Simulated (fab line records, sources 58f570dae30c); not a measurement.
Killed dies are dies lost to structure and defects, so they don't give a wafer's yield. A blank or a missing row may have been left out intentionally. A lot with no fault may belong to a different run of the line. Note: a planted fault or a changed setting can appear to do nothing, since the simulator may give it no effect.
Which tool was responsible?	flow berkeley_cmos170	7 lots, 21 wafers sampled, at 2 steps of a route of 331

## WHAT EACH GAUGE READ, for each wafer
UCB170_CONTACT_CD_MEAS_90: the cd target is 700 nm.
lot	measured	on	cd_nm (nm)
L200	day 8 07:03	cd_sem-01	703.1 700.2 701.8
L203	day 8 16:14	cd_sem-02	699.1 698.3 698.8
L206	day 9 11:19	cd_sem-01	700.8 700.8 702.6
L212	day 11 08:52	cd_sem-02	697.6 699.6 696.9
L216	day 11 19:21	cd_sem-01	701.6 701.5 701.5
L218	day 11 21:10	cd_sem-02	698.2 699.7 698.8
L220	day 12 13:08	cd_sem-01	701.0 701.6 702.6

## WHAT TOOL EACH LOT RAN ON (gives the tool, then ch and the chambers of the sampled wafers, and finally the start)
lot	UCB170_SILICIDE_RTA_04
L200	rtp_anneal-01 ch 0, day 8 01:48
L203	rtp_anneal-02 ch 0, day 8 09:41
L206	rtp_anneal-01 ch 0, day 9 04:54
L212	rtp_anneal-01 ch 0, day 11 02:47
L216	rtp_anneal-01 ch 0, day 11 14:22
L218	rtp_anneal-01 ch 0, day 11 14:45
L220	rtp_anneal-01 ch 0, day 12 08:49
- UCB170_SILICIDE_RTA_04: time 15 s.

## THE ANSWER, worked out from the rows above alone
Rule: usual is defined by the lots themselves. The widest of any qualifying gaps counts: lots, ordered by their means at a reading, are off when they make up no more than a third of the lots, leave a main group of 4 or more, and stand apart from it by 3 or more times the standard deviation of that group's means. A main group is skipped when, at the precision printed for the reading in the tables above, its means are all equal. A lot without any number at a reading at which 4 lots or more have one is off too. Any other lot the step has rows for is counted as sound.
None of the lots is off at any reading shown; this tells nothing.

## WHAT WAS PUT IN BY THE SIMULATOR
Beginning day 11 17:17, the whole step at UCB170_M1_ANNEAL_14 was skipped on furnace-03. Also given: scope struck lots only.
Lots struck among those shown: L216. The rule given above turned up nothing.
